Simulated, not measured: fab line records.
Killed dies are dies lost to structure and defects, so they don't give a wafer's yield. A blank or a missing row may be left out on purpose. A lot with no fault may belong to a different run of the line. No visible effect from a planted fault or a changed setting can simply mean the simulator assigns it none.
One fault seen from 2 desks | flow berkeleyCmos170 | numbers are kept per desk, each desk with only its own; the story behind them comes last

METROLOGY DESK
What the gauges read for every lot (on any tool): the sampled wafers with a number, averaged. A lot is out of limits, marked OUT, if its mean lies more than 4 standard deviations from the usual mean; the brackets give that distance.
Columns: A = PWELL_NITRIDE_THK at UCB170_PWELL_THK_MEAS_06, usual 220.5 nm; B = NVT_TW at UCB170_NVT_TW_MEAS_09, usual 524; C = PVT_OVL at UCB170_PVT_OVL_MEAS_06, usual -2 nm; D = PVT_TW at UCB170_PVT_TW_MEAS_09, usual 507
lot  | first seen here | A     | B             | C   | D
L772 | day 3 09:14     | 218.9 | 518           | 4   | 504
L773 | day 3 09:14     | 217.9 | 517           | 2   | 511
L775 | day 3 23:16     | 221.5 | 528           | -0  | 512
L774 | day 3 23:17     | 221.2 | 521           | 8   | 511
L776 | day 3 23:17     | 220.2 | 522           | -7  | 512
L778 | day 4 18:42     | 221.1 | 525           | 7   | 506
L777 | day 4 18:43     | 221.4 | 529           | 3   | 512
L779 | day 5 06:03     | 220.8 | 529           | -7  | 505
L780 | day 5 06:04     | 220.6 | 527           | -11 | 502
L784 | day 5 15:44     | 226.4 | 588 (+17) OUT | -3  | 500
L781 | day 5 15:44     | 224.9 | 591 (+18) OUT | 3   | 503
L783 | day 5 15:47     | 223.6 | 590 (+17) OUT | -3  | 512
L782 | day 5 15:48     | 222.8 | 581 (+15) OUT | -1  | 502
L793 | day 7 19:04     | 220.3 | 523           | 4   | 509
L794 | day 7 19:05     | 218.2 | 524           | 1   | 505
Per this desk, out of limits: L781, L782, L783, L784; the first was L784, day 8 22:02 (NVT_TW at UCB170_NVT_TW_MEAS_09). In limits: L772, L773, L775, L774, L776, L778, L777, L779, L780, L793, L794.

DESK OF THE TOOL OWNER: implanter-04
UCB170_NVT_IMPLANT_07, tool's own readings: per-lot mean of the sampled wafers with a number, covering each lot this tool ran. A lot is out of limits, marked OUT, if its mean lies more than 4 standard deviations from the usual mean; the brackets give that distance.
Columns: A = doseIonsCm2 at UCB170_NVT_IMPLANT_07, usual 3e+12; B = faradayCurrentUA at UCB170_NVT_IMPLANT_07, usual 9.48
lot  | first seen here | A                       | B
L773 | day 6 20:50     | 3e+12                   | 9.46
L776 | day 7 02:43     | 3e+12                   | 9.43
L778 | day 8 10:26     | 3e+12                   | 9.60
L780 | day 8 13:06     | 3e+12                   | 9.35
L784 | day 8 21:47     | 4e+12 (+99 or more) OUT | 13.21 (+20) OUT
L781 | day 8 21:58     | 4e+12 (+99 or more) OUT | 13.23 (+20) OUT
L782 | day 8 22:07     | 4e+12 (+99 or more) OUT | 13.39 (+21) OUT
L783 | day 8 22:14     | 4e+12 (+99 or more) OUT | 13.66 (+22) OUT
This desk finds L781, L782, L783, L784 out of limits, L784 being first, at day 8 21:47 (doseIonsCm2 at UCB170_NVT_IMPLANT_07). In limits: L773, L776, L778, L780.

TAKEN TOGETHER
At day 8 21:47, on L781, L782, L783, L784, the tool owner's desk was in a position to raise an alarm.
L781, L782, L783, L784 would have let the metrology desk raise an alarm at day 8 22:02.
Every lot named ran UCB170_NVT_IMPLANT_07 on implanter-04.

WHAT HAD BEEN PUT IN BY THE SIMULATOR
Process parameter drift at UCB170_NVT_IMPLANT_07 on implanter-04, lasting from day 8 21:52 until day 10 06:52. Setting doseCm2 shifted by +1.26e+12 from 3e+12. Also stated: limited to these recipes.
Lots struck among those shown: L781, L782, L783, L784.
